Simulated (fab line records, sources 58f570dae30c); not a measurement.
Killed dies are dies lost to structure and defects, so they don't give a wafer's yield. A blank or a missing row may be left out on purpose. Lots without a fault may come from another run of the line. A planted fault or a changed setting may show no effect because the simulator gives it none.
Which tool did it? | flow berkeley_cmos170 | 7 lots, 21 wafers sampled, at 3 steps of a route of 331

WHAT THE GAUGES READ, wafer by wafer
UCB170_PSD_TW_MEAS_10.
lot  | measured     | on            | PSD_TW
L242 | day 8 02:38  | film_metro-03 | 2287 2299 2298
L244 | day 8 02:55  | film_metro-01 | 2332 2320 2323
L245 | day 8 09:26  | film_metro-03 | 2293 2292 2299
L253 | day 9 22:33  | film_metro-01 | 2086 2082 2086
L255 | day 10 13:05 | film_metro-02 | 2121 2110 2105
L260 | day 11 15:41 | film_metro-03 | 2301 2296 2285
L262 | day 12 15:39 | film_metro-01 | 2312 2312 2310

WHICH TOOL RAN EACH LOT (tool, then ch and the chambers of the sampled wafers, then the start)
lot  | UCB170_PSD_IMPLANT_08           | UCB170_PSD_STRIP_09
L242 | implanter-03 ch 0, day 8 02:25  | plasma_asher-04 ch 0,1, day 8 02:33
L244 | implanter-03 ch 0, day 8 02:41  | plasma_asher-04 ch 0,1, day 8 02:49
L245 | implanter-01 ch 0, day 8 09:13  | plasma_asher-02 ch 0,1, day 8 09:21
L253 | implanter-01 ch 0, day 9 22:18  | plasma_asher-01 ch 0,1, day 9 22:25
L255 | implanter-01 ch 0, day 10 12:52 | plasma_asher-04 ch 0,1, day 10 12:59
L260 | implanter-03 ch 0, day 11 15:29 | plasma_asher-02 ch 0,1, day 11 15:35
L262 | implanter-03 ch 0, day 12 15:25 | plasma_asher-01 ch 0,1, day 12 15:32
- UCB170_PSD_IMPLANT_08
- UCB170_PSD_STRIP_09: strips in O2.

THE ANSWER, worked out from the rows above alone
Rule: what is usual is taken from the lots themselves. Put in order of their means at a reading, lots are off if they are a third of the lots or fewer, leave a main group of 4 or more, and stand apart from it by a gap of 3 or more times the standard deviation of the main group's means; of several such gaps the widest counts. A main group whose means are all the same, to the digits that the tables above print for the reading, isn't used. A lot without any number at a reading at which 4 lots or more have one is off too. The other lots that the step has rows for count as sound.
Off: L253, L255, at UCB170_PSD_TW_MEAS_10 (PSD_TW). The main group: mean 2304, standard deviation 12.
A tool fits if, at a process step before that reading, it ran every lot that is off, and no sound lot after the first of them. The gauges at UCB170_PSD_TW_MEAS_10 are tried like those tools. One fits: implanter-01 at UCB170_PSD_IMPLANT_08. Its last sound lot is L245 (day 8 09:13), its first lot that is off L253 (day 9 22:18): a fault that began between those two fits.

WHAT THE SIMULATOR HAD PUT IN
Process parameter drift: implanter-01, from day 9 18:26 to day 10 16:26, at UCB170_PSD_IMPLANT_08. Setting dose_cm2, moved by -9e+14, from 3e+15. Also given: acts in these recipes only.
Lots struck among those shown: L253, L255. The rule above found the same.
